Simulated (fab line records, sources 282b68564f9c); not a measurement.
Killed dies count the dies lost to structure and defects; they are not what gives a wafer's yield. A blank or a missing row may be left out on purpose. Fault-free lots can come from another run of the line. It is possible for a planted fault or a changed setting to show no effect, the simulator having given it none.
fab line records -- flow rit-cmos
record lots=14, wafers=42, last-day=7
route steps=202 shown CONTACT@179 M1@202
lots with no fault: from the same line, run without faults
start-h: start of the lot's first displayed wafer, in hours after the record's first day -- wait-h: time in hours since the lot's previous step -- " as in the row above -- L1.1+2: a row that stands for several wafers -- - no value, or no start was given -- * or withheld: withheld -- < > ~ a bound
route shown NAME@n: NAME is a module with steps in the file, n the number in the route of the first one -- usual: mean and standard deviation over wafers with no fault -- same: alike in all rows -- chamber/n: place in a boat -- sites: per-site readings -- _std_site: standard deviation across them -- _edge_site: inner sites' mean taken away from outer sites' mean -- radius-mm: how far each site lies from the wafer's centre -- mask NAME#n: copy n -- behind: the last tool/chamber to shape the wafer -- hold: reason for holding the lot/hours on hold/outcome of the hold -- device: which transistor (n, p or np) failed to switch -- end of line: tests of these same wafers at the route's end -- step lacking rows: just its recipe -- killed: the dies lost at the first sort to structure and to defects; this is not the yield of the wafer -- map: a wafer's dies, x killed, . not, _ none there
set.NAME: the run value of the setting; set.NAME@STEP: its run value at that earlier step -- model.NAME: the simulator's own value behind a step, which no gauge read
steps of the route over a sample of lots; a table a step, a row a wafer
services: when a tool's chamber went out of use (start-h, in hours from the record's first day, below 0 if earlier), for how many hours, and the reason
## steps
# step RIT_CONTACT_ETCH_11
# recipe target-depth-a=4800, over-etch-frac=0.2, stop-on=TiSi2, chemistry=CHF3/CF4/Ar, target=SiO2, CHF3_flow_sccm=50, cf4-flow-sccm=10, Ar_flow_sccm=100, O2_flow_sccm=5, pressure-mtorr=100, rf-w=200, time-s=320
# usual cf4-flow-sccm=9.996/0.028, drypump-motor-current-A=5.6/0.49, oes-product-au=0.986/0.015, over-etch-frac=0.2/0, throttle-valve-pct=8.88/0.13
lot.wafer,tool,chamber,start-h,wait-h,cf4-flow-sccm,drypump-motor-current-A,oes-product-au,over-etch-frac,rf-hours-counter-h,throttle-valve-pct
L204.1,rie-diel-01,2,54.90,0.1,10.000,6.2,0.977,0.2,142,8.90
L204.3,rie-diel-01,3,54.90,0.1,9.989,5.3,1.000,0.2,126,8.75
L204.5,rie-diel-01,1,54.90,0.1,9.949,5.2,0.998,0.2,-,8.91
L205.3,rie-diel-03,0,57.51,0.1,9.975,5.9,0.963,0.2,70,8.85
L205.4,rie-diel-03,3,57.51,0.1,10.012,4.8,0.991,0.2,41,9.01
L205.5,rie-diel-03,1,57.51,0.1,10.003,5.1,0.973,0.2,-,9.02
L206.2,rie-diel-03,3,65.11,0.1,9.978,4.7,0.993,0.2,41,9.02
L206.4,rie-diel-03,3,65.11,0.1,10.011,4.8,0.989,0.2,-,9.00
L206.6,rie-diel-03,0,65.11,0.1,9.983,5.9,0.960,0.2,-,8.86
L207.3,rie-diel-01,3,71.66,0.1,10.025,5.3,1.012,0.2,126,8.77
L207.4,rie-diel-01,2,71.66,0.1,9.989,6.1,0.986,0.2,-,8.91
L207.6,rie-diel-01,3,71.66,0.1,9.963,5.3,1.010,0.2,-,8.74
L209.3,rie-diel-03,1,84.12,0.1,9.996,5.1,0.970,0.2,159,9.02
L209.4,rie-diel-03,0,84.12,0.1,10.004,5.9,0.962,0.2,-,8.86
L209.6,rie-diel-03,1,84.12,0.1,9.965,5.1,0.978,0.2,-,9.01
L210.1,rie-diel-04,1,87.08,0.1,10.023,5.8,1.011,0.2,47,9.06
L210.2,rie-diel-04,0,87.08,0.1,9.990,5.8,0.979,0.2,115,8.92
L210.3,rie-diel-04,3,87.08,0.1,10.002,6.1,0.993,0.2,50,8.83
L211.2,rie-diel-03,3,89.76,0.1,9.985,4.8,0.985,0.2,42,9.01
L211.4,rie-diel-03,3,89.76,0.1,10.007,4.8,0.988,0.2,-,8.99
L211.6,rie-diel-03,0,89.76,0.1,10.043,5.9,0.958,0.2,-,8.85
L212.3,rie-diel-03,3,96.98,0.1,10.011,4.8,0.987,0.2,42,9.00
L212.4,rie-diel-03,0,96.98,0.1,10.002,5.9,0.961,0.2,-,8.85
L212.5,rie-diel-03,1,96.98,0.1,10.002,5.1,0.965,0.2,-,9.02
L213.1,rie-diel-03,3,103.18,0.1,9.979,4.8,0.982,0.30477,42,9.00
L213.4,rie-diel-03,3,103.18,0.1,10.054,4.8,0.988,0.30477,-,9.00
L213.6,rie-diel-03,1,103.18,0.1,10.024,5.1,0.966,0.2,-,9.01
L214.1,rie-diel-04,0,107.94,0.1,9.986,5.7,0.974,0.2,116,8.89
L214.5,rie-diel-04,3,107.94,0.1,10.007,6.0,0.983,0.2,-,8.82
L214.6,rie-diel-04,2,107.94,0.1,9.993,6.3,0.968,0.2,-,8.94
L215.2,rie-diel-03,0,110.35,0.1,10.033,5.9,0.959,0.2,71,8.85
L215.3,rie-diel-03,3,110.35,0.1,9.979,4.8,0.985,0.30477,42,9.00
L215.4,rie-diel-03,1,110.35,0.1,9.996,5.1,0.974,0.2,-,9.02
L216.1,rie-diel-04,2,117.56,0.1,9.978,6.2,0.970,0.2,24,8.91
L216.2,rie-diel-04,3,117.56,0.1,9.989,6.0,0.986,0.2,51,8.83
L216.3,rie-diel-04,1,117.56,0.1,9.985,5.9,1.009,0.2,48,9.06
L224.4,rie-diel-04,3,157.80,0.1,10.019,6.1,0.990,0.2,52,8.84
L224.5,rie-diel-04,2,157.80,0.1,9.992,6.2,0.962,0.2,-,8.91
L224.6,rie-diel-04,3,157.80,0.1,10.009,6.1,0.986,0.2,-,8.83
L225.1,rie-diel-01,3,160.10,0.1,9.971,5.3,1.008,0.2,128,8.75
L225.3,rie-diel-01,1,160.10,0.1,10.017,5.2,1.006,0.2,60,8.90
L225.4,rie-diel-01,0,160.10,0.1,10.069,5.9,1.000,0.2,1,8.73
# step RIT_M1_PROBE_99
# usual killed-at-contacts=0.0/0.16, killed-at-front-end=6.9/2.9, killed-dies=7.0/2.9, killed-open=3.4/2.1, killed-short=3.5/1.8
# same gross-dies=264, killed_at_M0_to_M3=0, killed_at_M4_up=0, killed-at-back-side=0, killed-at-other=0
lot.wafer,tool,chamber,start-h,wait-h,killed-at-contacts,killed-at-front-end,killed-dies,killed-open,killed-short
L216.1,prober-01,-,122.53,0.1,0,4,4,2,2
L216.2,prober-01,-,122.58,0.1,0,8,8,3,5
L216.3,prober-01,-,122.63,0.2,0,7,7,4,3
# killed by level:class
L216.1 FOX2:geometric-particle:open=1 GATE:geometric-particle:short=1 REOX:geometric-particle:open=1 SILICIDE:geometric-particle:short=1
L216.2 FOX2:geometric-particle:short=3 GATE:geometric-particle:short=1 GATE:geometric-particle:open=1 SPACER:geometric-particle:open=1 SILICIDE:geometric-particle:short=1 SILICIDE:geometric-particle:open=1
L216.3 GATE:geometric-particle:short=3 GATE:geometric-particle:open=3 SPACER:geometric-particle:open=1
## services
tool,chamber,start-h,hours,kind
rie-diel-03,-,34.25,2.8,pm
rie-diel-01,-,35.18,0.9,repair
rie-diel-01,0,42.94,3.8,repair
rie-diel-04,3,43.41,5.9,repair
rie-diel-04,1,58.61,5.6,repair
rie-diel-03,1,63.76,17.4,repair
rie-diel-01,0,70.81,-,clean
rie-diel-01,0,70.81,20.7,scheduled-down
rie-diel-01,0,70.81,20.7,vent-cycle
rie-diel-03,2,81.13,-,clean
rie-diel-03,2,81.13,-,consumable-replace:esc
rie-diel-03,2,81.13,30.9,scheduled-down
rie-diel-03,2,81.13,30.9,vent-cycle
rie-diel-03,1,112.02,-,clean
rie-diel-03,1,112.02,26.6,scheduled-down
rie-diel-03,1,112.02,26.6,vent-cycle
## key
first-sign step=RIT_CONTACT_ETCH_11, reading=over-etch-frac, direction=up, sigmas=99+, usual=0.2, struck=0.30477
effect none on later readings
met-at RIT_CONTACT_ETCH_11
struck-lots L213,L215
struck-wafers L213.1,L213.4,L215.3
tester-left-out L213,L215
onset-between 96.98 103.18
fault kind=process-parameter-drift, tool=rie-diel-03, chamber=3, onset-h=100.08, steps=RIT_CONTACT_ETCH_11, channel=over-etch-frac, offset=0.10477, shape=step, end-h=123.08, acts-in=these-recipes-only, stated=0.2
# tester-left-out: of these lots the tester's yield and bins aren't shown, on N5 and GAA mostly nor the transistor test; their killed dies are dies lost to structure and defects alone, not to doping, threshold or leakage, so they don't give the yield
